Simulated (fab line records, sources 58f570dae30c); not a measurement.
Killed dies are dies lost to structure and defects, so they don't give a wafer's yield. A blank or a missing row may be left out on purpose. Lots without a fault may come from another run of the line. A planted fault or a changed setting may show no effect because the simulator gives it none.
Which tool did it? | flow berkeley_cmos170 | 7 lots, 21 wafers sampled, at 2 steps of a route of 331

WHAT THE GAUGES READ, wafer by wafer
UCB170_V2_BOW_MEAS_03.
lot  | measured     | on            | V2_BOW (um)
L995 | day 9 03:32  | film_metro-04 | 41 40 43
L100 | day 9 08:11  | film_metro-01 | 34 34 46
L102 | day 10 13:31 | film_metro-02 | 42 27 33
L107 | day 11 01:28 | film_metro-04 | 40 46 30
L108 | day 11 08:53 | film_metro-02 | 31 37 43
L116 | day 12 13:41 | film_metro-04 | 31 37 36
L117 | day 13 01:44 | film_metro-04 | 33 32 47

WHICH TOOL RAN EACH LOT (tool, then ch and the chambers of the sampled wafers, then the start)
lot  | UCB170_M2_STRIP_19
L995 | plasma_asher-04 ch 0,1, day 9 02:48
L100 | plasma_asher-01 ch 0,1, day 9 07:26
L102 | plasma_asher-02 ch 0,1, day 10 12:47
L107 | plasma_asher-04 ch 1, day 11 00:42
L108 | plasma_asher-02 ch 0,1, day 11 08:09
L116 | plasma_asher-02 ch 0,1, day 12 12:57
L117 | plasma_asher-01 ch 0,1, day 13 01:00
- UCB170_M2_STRIP_19: strips in O2.

THE ANSWER, worked out from the rows above alone
Rule: what is usual is taken from the lots themselves. Put in order of their means at a reading, lots are off if they are a third of the lots or fewer, leave a main group of 4 or more, and stand apart from it by a gap of 3 or more times the standard deviation of the main group's means; of several such gaps the widest counts. A main group whose means are all the same, to the digits that the tables above print for the reading, isn't used. A lot without any number at a reading at which 4 lots or more have one is off too. The other lots that the step has rows for count as sound.
No lot is off at any reading shown: from this, nothing can be told.

WHAT THE SIMULATOR HAD PUT IN
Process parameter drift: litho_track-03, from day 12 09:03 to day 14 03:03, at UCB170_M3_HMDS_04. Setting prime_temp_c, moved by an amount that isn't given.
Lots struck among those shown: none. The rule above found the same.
